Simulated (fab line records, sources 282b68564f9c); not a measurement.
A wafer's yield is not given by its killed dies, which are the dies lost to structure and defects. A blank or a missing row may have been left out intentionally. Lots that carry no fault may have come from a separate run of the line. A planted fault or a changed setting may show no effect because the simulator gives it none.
fab line records | flow rit_cmos
record: lots: 5 wafers: 15 last_day: 7
route steps=202 shown NLDD@110 PLDD@114 SPACER@125 NSD@131 PSD@142 CONTACT@179 M1@202
lots that met no fault: from a run of the same line without faults
start_h: hours from the record's first day to the start of the lot's first wafer shown | wait_h: hours elapsed since this lot's preceding step | " identical to the entry in the row above | L1.1+2: one row covering several wafers at once | - value missing, or start not given | * or withheld: withheld | < > ~ a bound
route shown NAME@n: a module of which the file shows steps, and the number in the route of the first | usual: average and standard deviation across the fault-free wafers | same: alike in all rows | chamber/n: place in a boat | sites: per-site readings | _std_site: how widely they spread, as a standard deviation | _edge_site: outer sites' mean less inner sites' | radius_mm: how far each site lies from the wafer's centre | mask NAME#n: copy n | behind: tool/chamber where the wafer was last shaped | hold: why the lot was held/for how many hours/how that ended | device: whichever transistor did not switch (one of n, p or np) | end of line: the route-end tests of the same wafers | a step with no rows: only its recipe | killed: at the first sort, the dies lost to defects and structure; wafer yield is something else | map: shows each die of a wafer: x if killed, . if not, _ if none is there
set.NAME: the setting the step ran with; set.NAME@STEP: the setting that earlier step ran with | model.NAME: the simulator's own value behind a step, which no gauge read
a table for each step, a row for each wafer; lots at some steps of the route
services: when a tool's chamber went out of use (start_h, in hours from the record's first day, below 0 if earlier), for how many hours, and the reason
== steps ==
step: RIT_NLDD_HARDBAKE_07
recipe: resist: NOVOLAK temp_c: 140 time_s: 60
step: RIT_NLDD_IMPLANT_08
recipe: species: P energy_kev: 20 dose_cm2: 5e+14 tilt_deg: 7
step: RIT_NLDD_STRIP_09
recipe: chemistry: O2 time_s: 180 resist: NOVOLAK platen_temp_c: withheld power_w: 500 pressure_mtorr: 4000 o2_flow_sccm: 4000
usual: drypump_motor_current_A: 5.8/0.52 o2_flow_sccm: 3995/12
columns lot.wafer tool chamber start_h wait_h drypump_motor_current_A o2_flow_sccm rf_hours_counter_h
L672.2 plasma_asher-04 1 47.48 0.1 4.8 4001 43
L672.5 " 0 " " 6.3 4002 -
L672.6 " 1 " " 4.9 3978 -
L675.1 plasma_asher-04 0 62.62 0.1 6.3 3992 45
L675.2 " 1 " " 4.8 3994 45
L675.6 " 1 " " 4.9 3999 -
L679.3 plasma_asher-04 1 82.93 0.1 4.9 4007 -
L679.4 " 0 " " 6.3 3999 -
L679.6 " 1 " " 4.8 4000 -
L680.1 plasma_asher-01 0 87.98 0.1 5.9 4005 46
L680.2 " 1 " " 6.0 3999 46
L680.4 " 0 " " 5.9 3991 -
L692.3 plasma_asher-01 0 146.95 0.1 6.0 3998 -
L692.4 " 1 " " 6.0 3999 -
L692.5 " 0 " " 5.9 3992 -
step: RIT_NLDD_TW_MEAS_10
usual: NLDD_TW: 2484/31
columns lot.wafer tool chamber start_h wait_h NLDD_TW
L672.2 film_metro-03 - 47.66 0.1 2502
L672.5 " - " " 2497
L672.6 " - " " 2507
L675.1 film_metro-01 - 62.80 0.1 2454
L675.2 " - " " 2448
L675.6 " - " " 2448
L679.3 film_metro-03 - 83.07 0.1 2511
L679.4 " - " " 2504
L679.6 " - " " 2497
L680.1 film_metro-03 - 88.16 0.1 2495
L680.2 " - " " 2508
L680.4 " - " " 2504
L692.3 film_metro-02 - 147.09 0.1 2504
L692.4 " - " " 2528
L692.5 " - " " 2525
step: RIT_PLDD_HMDS_00
recipe: prime_time_s: 60 prime_temp_c: 140
step: RIT_PLDD_COAT_01
recipe: resist: NOVOLAK spin_rpm: 3250 resist_thk_nm: 1000
step: RIT_PLDD_SOFTBAKE_02
recipe: resist: NOVOLAK temp_c: 90 time_s: 60
step: RIT_PLDD_EXPOSE_03
recipe: mask_id: M8 na: 0.57 target_cd_nm: 40900 dose_mj: 250
step: RIT_PLDD_PEB_04
recipe: resist: NOVOLAK temp_c: withheld time_s: withheld
step: RIT_PLDD_DEVELOP_05
recipe: resist: NOVOLAK develop_time_s: 49.22 dev_temp_c: 23
step: RIT_PLDD_OVL_MEAS_06
usual: PLDD_OVL: -1.2/1.3
columns lot.wafer tool chamber start_h wait_h PLDD_OVL[nm]
L672.2 overlay-02 - 48.57 - -1.7
L672.5 " - " " -1.7
L672.6 " - " " -0.7
L675.1 overlay-01 - 63.83 - -2.8
L675.2 " - " " -4.2
L675.6 " - " " -2.5
L679.3 overlay-02 - 84.10 - 0.3
L679.4 " - " " -1.8
L679.6 " - " " 1.4
L680.1 overlay-01 - 89.19 - -1.3
L680.2 " - " " -1.0
L680.4 " - " " 1.3
L692.3 overlay-01 - 147.99 - -1.5
L692.4 " - " " 0.1
L692.5 " - " " 0.4
step: RIT_PLDD_HARDBAKE_07
recipe: resist: NOVOLAK temp_c: 140 time_s: 60
step: RIT_PLDD_IMPLANT_08
recipe: species: BF2 energy_kev: 20 dose_cm2: 9e+14 tilt_deg: 7
columns lot.wafer tool chamber start_h wait_h
L672.2+5+6 implanter-02 0 48.77 0.1
L675.1+2+6 implanter-03 0 64.02 0.1
L679.3+4+6 implanter-03 0 84.32 0.1
L680.1+2+4 implanter-04 0 89.38 0.1
L692.3+4+5 implanter-04 0 148.22 0.1
step: RIT_PLDD_STRIP_09
recipe: chemistry: O2 time_s: 180 resist: NOVOLAK platen_temp_c: withheld power_w: 500 pressure_mtorr: 4000 o2_flow_sccm: 4000
usual: drypump_motor_current_A: 5.6/0.58 o2_flow_sccm: 3999/12
columns lot.wafer tool chamber start_h wait_h drypump_motor_current_A o2_flow_sccm rf_hours_counter_h
L672.2 plasma_asher-04 1 48.90 0.1 4.9 3997 43
L672.5 " 1 " " 4.8 3997 -
L672.6 " 0 " " 6.3 3998 -
L675.1 plasma_asher-02 0 64.17 0.1 4.7 4011 29
L675.2 " 1 " " 5.5 4004 29
L675.6 " 0 " " 4.7 4002 -
L679.3 plasma_asher-01 1 84.48 0.1 6.0 3998 -
L679.4 " 0 " " 5.9 3999 -
L679.6 " 0 " " 6.0 4002 -
L680.1 plasma_asher-04 1 89.53 0.1 4.8 3990 48
L680.2 " 0 " " 6.3 3975 48
L680.4 " 1 " " 4.9 4020 -
L692.3 plasma_asher-01 0 148.37 0.1 5.9 4015 -
L692.4 " 1 " " 6.0 3982 -
L692.5 " 1 " " 6.0 3993 -
step: RIT_PLDD_TW_MEAS_10
usual: PLDD_TW: 2336/32
columns lot.wafer tool chamber start_h wait_h PLDD_TW
L672.2 film_metro-03 - 49.08 0.1 2376
L672.5 " - " " 2375
L672.6 " - " " 2369
L675.1 film_metro-02 - 64.34 0.1 2358
L675.2 " - " " 2366
L675.6 " - " " 2347
L679.3 film_metro-01 - 84.62 0.1 2299
L679.4 " - " " 2303
L679.6 " - " " 2309
L680.1 film_metro-02 - 89.70 0.1 2365
L680.2 " - " " 2345
L680.4 " - " " 2362
L692.3 film_metro-03 - 148.51 0.1 2364
L692.4 " - " " 2373
L692.5 " - " " 2384
step: RIT_SPACER_CLEAN_00
recipe: chemistry: SC1 mix: 3:3:50 time_s: 600 temp_c: 75
step: RIT_SPACER_CLEAN_01
recipe: chemistry: dHF dilution: 50:1 time_s: 30
step: RIT_SPACER_CLEAN_02
recipe: chemistry: SC2 mix: 3:3:50 time_s: 600 temp_c: 75 dry: n2_spin
step: RIT_SPACER_CVD_03
recipe: material: Si3N4 target_thk_nm: 250 temp_c: 810 precursor: SiH2Cl2/NH3 time_s: 3300 pressure_mtorr: 300 sih2cl2_flow_sccm: 60 nh3_flow_sccm: 150
step: RIT_SPACER_THK_MEAS_04
recipe: reads: Si3N4_of_SPACER_CVD_03
usual: SPACER_NITRIDE_THK: 250.1/2.5
columns lot.wafer tool chamber start_h wait_h SPACER_NITRIDE_THK[nm]
L672.2 film_metro-02 - 51.46 0.0 253.3
L672.5 " - " " 252.8
L672.6 " - " " 251.4
L675.1 film_metro-02 - 66.75 0.0 253.3
L675.2 " - " " 249.9
L675.6 " - " " 251.2
L679.3 film_metro-01 - 86.96 0.0 249.6
L679.4 " - " " 248.8
L679.6 " - " " 248.7
L680.1 film_metro-02 - 92.04 0.0 247.1
L680.2 " - " " 247.3
L680.4 " - " " 248.6
L692.3 film_metro-04 - 150.87 0.0 252.6
L692.4 " - " " 253.5
L692.5 " - " " 254.7
step: RIT_SPACER_ETCHBACK_05
recipe: target_depth_a: 2500 SF6_flow_sccm: 30 CHF3_flow_sccm: 30 target: Si3N4 chemistry: SF6/CHF3 pressure_mtorr: 40 rf_w: 250 time_s: 229.5 stop_on: SiO2
usual: drypump_motor_current_A: 5.5/0.53 oes_product_au: 0.871/0.016 rf_fwd_power_W: 249.3/0.69 throttle_valve_pct: 10.37/0.16
columns lot.wafer tool chamber start_h wait_h drypump_motor_current_A oes_product_au rf_fwd_power_W rf_hours_counter_h throttle_valve_pct
L672.2 rie_diel-01 0 51.51 0.0 5.9 0.908 249.5 111 10.43
L672.5 " 3 " " 4.8 0.865 249.4 - 10.45
L672.6 " 0 " " 5.9 0.897 249.5 - 10.42
L675.1 rie_diel-02 3 66.81 0.1 5.8 0.867 247.8 124 10.06
L675.2 " 2 " " 4.8 0.866 250.2 89 10.33
L675.6 " 0 " " 5.2 0.894 248.2 - 10.19
L679.3 rie_diel-04 2 87.00 0.0 5.7 0.873 247.9 131 10.26
L679.4 " 3 " " 4.9 0.879 248.5 106 10.48
L679.6 " 1 " " 6.5 0.857 249.1 - 10.59
L680.1 rie_diel-02 3 92.10 0.1 5.8 0.850 249.1 125 10.04
L680.2 " 2 " " 4.9 0.858 249.5 89 10.34
L680.4 " 1 " " 5.8 0.858 250.3 118 10.50
L692.3 rie_diel-02 3 150.91 0.0 5.8 0.856 248.7 126 10.05
L692.4 " 3 " " 5.8 0.857 249.7 - 10.03
L692.5 " 2 " " 4.9 0.874 247.8 - 10.33
step: RIT_NSD_HMDS_00
recipe: prime_time_s: 60 prime_temp_c: 140
step: RIT_NSD_COAT_01
recipe: resist: NOVOLAK spin_rpm: 3250 resist_thk_nm: 1000
step: RIT_NSD_SOFTBAKE_02
recipe: resist: NOVOLAK temp_c: 90 time_s: 60
step: RIT_NSD_EXPOSE_03
recipe: mask_id: M9 na: 0.57 target_cd_nm: 40700 dose_mj: 250
step: RIT_NSD_PEB_04
recipe: resist: NOVOLAK temp_c: withheld time_s: withheld
step: RIT_NSD_DEVELOP_05
recipe: resist: NOVOLAK develop_time_s: 50 dev_temp_c: 23
step: RIT_NSD_OVL_MEAS_06
usual: NSD_OVL: -0.5/1.2
columns lot.wafer tool chamber start_h wait_h NSD_OVL[nm]
L672.2 overlay-01 - 52.51 - -0.6
L672.5 " - " " -1.2
L672.6 " - " " -2.1
L675.1 overlay-02 - 67.89 - -1.7
L675.2 " - " " -1.6
L675.6 " - " " -1.4
L679.3 overlay-02 - 88.01 - -0.7
L679.4 " - " " -1.7
L679.6 " - " " -0.3
L680.1 overlay-01 - 93.10 - 1.8
L680.2 " - " " -0.1
L680.4 " - " " 0.7
L692.3 overlay-01 - 152.11 - -1.3
L692.4 " - " " 0.5
L692.5 " - " " 0.0
step: RIT_NSD_HARDBAKE_07
recipe: resist: NOVOLAK temp_c: 140 time_s: 60
step: RIT_NSD_IMPLANT_08
recipe: species: P energy_kev: 25 dose_cm2: 1e+15 tilt_deg: 7
step: RIT_NSD_STRIP_09
recipe: chemistry: O2 time_s: 180 resist: NOVOLAK platen_temp_c: withheld power_w: 500 pressure_mtorr: 4000 o2_flow_sccm: 4000
usual: drypump_motor_current_A: 5.6/0.37 o2_flow_sccm: 4000/12
columns lot.wafer tool chamber start_h wait_h drypump_motor_current_A o2_flow_sccm rf_hours_counter_h
L672.2 plasma_asher-03 1 52.84 0.1 5.4 4003 35
L672.5 " 1 " " 5.4 4014 -
L672.6 " 0 " " 5.4 4002 -
L675.1 plasma_asher-03 1 68.23 0.1 5.4 4029 36
L675.2 " 0 " " 5.4 3973 36
L675.6 " 0 " " 5.4 3991 -
L679.3 plasma_asher-01 0 88.39 0.1 5.9 3986 -
L679.4 " 1 " " 6.0 3996 -
L679.6 " 1 " " 6.1 3987 -
L680.1 plasma_asher-02 0 93.44 0.1 4.7 4000 31
L680.2 " 1 " " 5.5 3990 31
L680.4 " 0 " " 4.7 4003 -
L692.3 plasma_asher-01 0 152.49 0.1 6.0 4003 -
L692.4 " 1 " " 6.1 4004 -
L692.5 " 1 " " 6.1 4031 -
step: RIT_NSD_TW_MEAS_10
usual: NSD_TW: 3115/38
columns lot.wafer tool chamber start_h wait_h NSD_TW
L672.2 film_metro-02 - 53.03 0.1 3134
L672.5 " - " " 3140
L672.6 " - " " 3133
L675.1 film_metro-01 - 68.40 0.1 3068
L675.2 " - " " 3040
L675.6 " - " " 3058
L679.3 film_metro-02 - 88.53 0.1 3141
L679.4 " - " " 3130
L679.6 " - " " 3130
L680.1 film_metro-02 - 93.62 0.1 3131
L680.2 " - " " 3140
L680.4 " - " " 3138
L692.3 film_metro-02 - 152.63 0.1 3156
L692.4 " - " " 3142
L692.5 " - " " 3161
step: RIT_PSD_HMDS_00
recipe: prime_time_s: 60 prime_temp_c: 140
step: RIT_PSD_COAT_01
recipe: resist: NOVOLAK spin_rpm: 3250 resist_thk_nm: 1000
step: RIT_PSD_SOFTBAKE_02
recipe: resist: NOVOLAK temp_c: 90 time_s: 60
step: RIT_PSD_EXPOSE_03
recipe: mask_id: M10 na: 0.57 target_cd_nm: 40900 dose_mj: 250
step: RIT_PSD_PEB_04
recipe: resist: NOVOLAK temp_c: withheld time_s: withheld
step: RIT_PSD_DEVELOP_05
recipe: resist: NOVOLAK develop_time_s: 50 dev_temp_c: 23
step: RIT_PSD_OVL_MEAS_06
usual: PSD_OVL: 0.4/1.2
columns lot.wafer tool chamber start_h wait_h PSD_OVL[nm]
L672.2 overlay-01 - 54.20 - -1.7
L672.5 " - " " -0.1
L672.6 " - " " -1.2
L675.1 overlay-01 - 69.44 - 3.2
L675.2 " - " " 0.8
L675.6 " - " " 3.3
L679.3 overlay-02 - 89.56 - 1.2
L679.4 " - " " 2.5
L679.6 " - " " 2.9
L680.1 overlay-01 - 94.65 - -0.7
L680.2 " - " " 0.2
L680.4 " - " " 1.5
L692.3 overlay-02 - 153.53 - -0.8
L692.4 " - " " -0.1
L692.5 " - " " 1.5
step: RIT_PSD_HARDBAKE_07
recipe: resist: NOVOLAK temp_c: 139 time_s: 60
step: RIT_PSD_IMPLANT_08
recipe: species: BF2 energy_kev: 27 dose_cm2: 5e+15 tilt_deg: 7
step: RIT_PSD_STRIP_09
recipe: chemistry: O2 time_s: 180 resist: NOVOLAK platen_temp_c: withheld power_w: 500 pressure_mtorr: 4000 o2_flow_sccm: 4000
usual: drypump_motor_current_A: 5.4/0.55 o2_flow_sccm: 4001/12
columns lot.wafer tool chamber start_h wait_h drypump_motor_current_A o2_flow_sccm rf_hours_counter_h
L672.2 plasma_asher-04 0 54.53 0.1 6.3 4012 44
L672.5 " 0 " " 6.3 4001 -
L672.6 " 1 " " 4.9 4017 -
L675.1 plasma_asher-02 1 69.80 0.1 5.5 4012 29
L675.2 " 0 " " 4.7 3997 29
L675.6 " 1 " " 5.5 4012 -
L679.3 plasma_asher-03 0 89.94 0.1 5.4 4000 -
L679.4 " 1 " " 5.4 3985 -
L679.6 " 1 " " 5.4 3986 -
L680.1 plasma_asher-04 1 95.11 0.1 4.9 3988 48
L680.2 " 0 " " 6.3 4014 48
L680.4 " 0 " " 6.3 3985 -
L692.3 plasma_asher-04 0 153.92 0.1 6.3 4018 -
L692.4 " 1 " " 4.8 3992 -
L692.5 " 1 " " 4.9 3983 -
step: RIT_CONTACT_ETCH_11
recipe: target_depth_a: 4800 over_etch_frac: 0.2 stop_on: TiSi2 chemistry: CHF3/CF4/Ar target: SiO2 CHF3_flow_sccm: 50 cf4_flow_sccm: 10 Ar_flow_sccm: 100 O2_flow_sccm: 5 pressure_mtorr: 100 rf_w: 200 time_s: 320
usual: drypump_motor_current_A: 5.6/0.44 oes_product_au: 0.994/0.018 rf_fwd_power_W: 199.5/0.6 throttle_valve_pct: 8.91/0.13
columns lot.wafer tool chamber start_h wait_h drypump_motor_current_A oes_product_au rf_fwd_power_W rf_hours_counter_h throttle_valve_pct model.CONTACT.cd_nm
L672.2 rie_diel-03 3 57.77 0.1 5.6 0.981 199.6 78 8.97 997.9
L672.5 " 0 " " 5.5 0.977 199.7 - 8.80 999.4
L672.6 " 3 " " 5.6 0.993 199.8 - 8.95 999
L675.1 rie_diel-02 3 73.00 0.1 5.8 0.960 198.4 124 8.64 997.4
L675.2 " 1 " " 5.8 0.975 199.8 117 9.06 999.2
L675.6 " 1 " " 5.8 0.977 199.9 - 9.09 998.5
L679.3 rie_diel-01 2 93.05 0.1 5.6 1.007 200.2 136 8.93 969.3
L679.4 " 0 " " 5.9 1.015 200.1 112 9.01 968.3
L679.6 " 3 " " 4.8 0.974 199.1 - 9.00 966.2
L680.1 rie_diel-03 3 98.15 0.1 5.6 0.986 199.2 79 8.96 995.2
L680.2 " 0 " " 5.5 0.970 199.6 2 8.81 996.1
L680.4 " 1 " " 5.5 1.020 198.7 89 8.79 995.3
L692.3 rie_diel-02 1 156.90 0.1 5.8 0.972 198.9 119 9.09 1000
L692.4 " 3 " " 5.8 0.967 199.7 - 8.63 996.8
L692.5 " 1 " " 5.8 0.976 200.1 - 9.07 999.6
step: RIT_M1_PROBE_99
usual: killed_at_contacts: 0.0/0.2 killed_at_front_end: 7/3.1 killed_dies: 7/3.1 killed_open: 3.5/1.9 killed_short: 3.6/2.1
same: gross_dies: 264 killed_at_M0_to_M3: 0 killed_at_M4_up: 0 killed_at_back_side: 0 killed_at_other: 0
columns lot.wafer tool chamber start_h wait_h killed_at_contacts killed_at_front_end killed_dies killed_open killed_short model.etest.pldd.rs_ohm_sq_rim_less_centre model.etest.pldd.rs_ohm_sq_range model.etest.contact_to_gate.bv_right_v model.etest.contact_to_gate.bv_left_v model.etest.pmos_0p15.drive_ua_um_rim_less_centre model.etest.pmos_0p15.drive_ua_um_range model.etest.pmos_0p15.gate_bv_v model.etest.pmos_0p15.bv_v
L672.2 prober-01 - 62.82 0.1 0 8 8 1 7 -1.924 13.12 91.17 92.04 0.4462 2.86 4.831 5.743
L672.5 prober-01 - 62.97 0.2 0 10 10 7 3 -4.497 7.174 91.58 89.33 0.2305 3.684 4.852 5.738
L672.6 prober-01 - 63.02 0.2 0 8 8 2 6 -2.498 11.49 88.18 88.47 -0.09448 4.618 4.806 5.715
L675.1 prober-02 - 78.49 0.1 0 7 7 3 4 -4.394 6.964 93.72 93.28 -0.3284 2.768 4.691 5.667
L675.2 prober-02 - 78.54 0.1 0 7 7 4 3 -3.507 12.49 90.32 90.33 1.255 5.817 4.653 5.643
L675.6 prober-02 - 78.74 0.2 0 9 9 3 6 -5.778 9.798 89.82 90.6 2.763 3.358 4.663 5.649
L679.3 prober-02 - 98.29 0.2 0 6 6 3 3 -43.68 48.42 97.57 101.5 8.036 9.538 4.338 5.402
L679.4 prober-02 - 98.34 0.2 0 5 5 3 2 -44.01 48.52 94.81 99.48 6.863 9.892 4.379 5.416
L679.6 prober-02 - 98.44 0.2 0 10 10 5 5 -47.02 52.34 99.29 98.36 8.252 10.47 4.37 5.418
L680.1 prober-01 - 103.67 0.1 0 3 3 2 1 0.1593 12.98 89.49 91.55 1.197 3.86 4.674 5.616
L680.2 prober-01 - 103.72 0.1 0 4 4 1 3 -8.283 15.43 92.45 90.36 2.403 3.784 4.713 5.634
L680.4 prober-01 - 103.82 0.2 1 9 10 3 7 -3.18 6.307 93.48 91.93 2.031 5.456 4.753 5.672
L692.3 prober-01 - 162.50 0.2 0 13 13 5 8 -1.779 5.57 87.48 88.97 4.436 8.586 4.703 5.662
L692.4 prober-01 - 162.55 0.2 0 10 10 6 4 -1.086 10.87 91.98 92.03 3.39 4.995 4.691 5.635
L692.5 prober-01 - 162.60 0.2 0 7 7 3 4 4.854 8.568 90.04 93.48 2.601 3.722 4.696 5.64
killed by level:class
L672.2 GATE:geometric_particle:short=3 FOX1:geometric_particle:short=2 GATE:geometric_particle:open=1 REOX:geometric_particle:short=1 SILICIDE:geometric_particle:short=1
L672.5 GATE:geometric_particle:open=3 FOX1:geometric_particle:short=2 SPACER:geometric_particle:open=2 FOX1:geometric_particle:open=1 REOX:geometric_particle:open=1 SILICIDE:geometric_particle:short=1
L672.6 GATE:geometric_particle:short=2 REOX:geometric_particle:short=2 SILICIDE:geometric_particle:short=2 GATE:geometric_particle:open=1 REOX:geometric_particle:open=1
L675.1 GATE:geometric_particle:short=2 REOX:geometric_particle:open=2 FOX2:geometric_particle:open=1 REOX:geometric_particle:short=1 SILICIDE:geometric_particle:short=1
L675.2 FOX1:geometric_particle:open=2 GATE:geometric_particle:short=2 FOX2:geometric_particle:open=1 REOX:geometric_particle:open=1 REOX:geometric_particle:short=1
L675.6 FOX1:geometric_particle:short=2 GATE:geometric_particle:short=2 GATE:geometric_particle:open=2 FOX1:geometric_particle:open=1 REOX:geometric_particle:short=1 SILICIDE:geometric_particle:short=1
L679.3 FOX1:geometric_particle:open=1 FOX1:geometric_particle:short=1 FOX2:geometric_particle:short=1 GATE:geometric_particle:open=1 REOX:geometric_particle:short=1 REOX:geometric_particle:open=1
L679.4 SPACER:geometric_particle:open=2 GATE:geometric_particle:open=1 GATE:geometric_particle:short=1 SPACER:geometric_particle:short=1
L679.6 GATE:geometric_particle:short=5 GATE:geometric_particle:open=2 REOX:geometric_particle:open=2 FOX1:geometric_particle:open=1
L680.1 REOX:geometric_particle:short=1 REOX:geometric_particle:open=1 SPACER:geometric_particle:open=1
L680.2 SPACER:geometric_particle:short=2 GATE:geometric_particle:open=1 SILICIDE:geometric_particle:short=1
L680.4 REOX:geometric_particle:short=4 REOX:geometric_particle:open=2 FOX1:geometric_particle:short=1 GATE:geometric_particle:short=1 SPACER:geometric_particle:short=1 CONTACT:geometric_particle:open=1
L692.3 GATE:geometric_particle:open=2 GATE:geometric_particle:short=2 SPACER:geometric_particle:short=2 SILICIDE:geometric_particle:short=2 FOX1:geometric_particle:short=1 FOX1:geometric_particle:open=1 FOX2:geometric_particle:open=1 REOX:geometric_particle:short=1
L692.4 GATE:geometric_particle:open=4 GATE:geometric_particle:short=4 SPACER:geometric_particle:open=2
L692.5 GATE:geometric_particle:short=3 SILICIDE:geometric_particle:open=2 GATE:geometric_particle:open=1 SPACER:geometric_particle:short=1
== services ==
columns tool chamber start_h hours kind
plasma_asher-03 - 30.14 7.3 repair
rie_diel-02 3 35.02 13.1 repair
plasma_asher-02 - 50.59 2.3 repair
rie_diel-03 2 56.03 2.7 repair
plasma_asher-01 - 60.14 2.8 pm
implanter-02 - 67.03 3.9 pm
rie_diel-04 0 70.20 2.9 repair
implanter-04 - 76.94 5.0 pm
plasma_asher-02 - 77.20 0.7 repair
plasma_asher-02 - 78.69 1.6 repair
plasma_asher-03 - 79.26 1.9 repair
rie_diel-03 0 84.88 4.8 repair
plasma_asher-02 - 88.25 2.5 repair
rie_diel-01 - 104.43 27.2 repair
plasma_asher-03 - 108.75 9.0 pm
implanter-03 - 123.40 1.6 repair
plasma_asher-03 - 133.45 1.9 repair
implanter-04 - 138.11 7.0 repair
rie_diel-02 0 144.20 - clean
rie_diel-02 0 144.20 13.0 scheduled_down
rie_diel-02 0 144.20 13.0 vent_cycle
rie_diel-01 0 145.67 4.8 repair
rie_diel-03 0 146.75 5.9 repair
rie_diel-01 1 151.97 3.9 repair
== key ==
first_sign none at tools or gauges
model_effect: step: RIT_CONTACT_ETCH_11 value: CONTACT.cd_nm without: 997.6 struck: 967.9
model_effect: step: RIT_M1_PROBE_99 value: etest.pldd.rs_ohm_sq_rim_less_centre without: -6.402 struck: -44.9
met_at RIT_PLDD_IMPLANT_08
struck_wafers L679.3,L679.4,L679.6
tester_left_out L679
loop_trim: step: RIT_CONTACT_EXPOSE_05 setting: dose lots: L679
onset_between 64.02 84.32
also_fits RIT_NLDD_STRIP_09:plasma_asher-04,RIT_SPACER_ETCHBACK_05:rie_diel-04,RIT_PSD_STRIP_09:plasma_asher-03,RIT_CONTACT_ETCH_11:rie_diel-01
fault: kind: process_parameter_drift tool: implanter-03 chamber: - onset_h: 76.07 steps: RIT_PLDD_IMPLANT_08 channel: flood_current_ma offset: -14 shape: step end_h: 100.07
tester_left_out: of these lots the tester's yield and bins aren't shown, on N5 and GAA mostly nor the transistor test; their killed dies are dies lost to structure and defects alone, not to doping, threshold or leakage, so they don't give the yield
loop_trim: a control loop set the setting to another value than it would have without faults
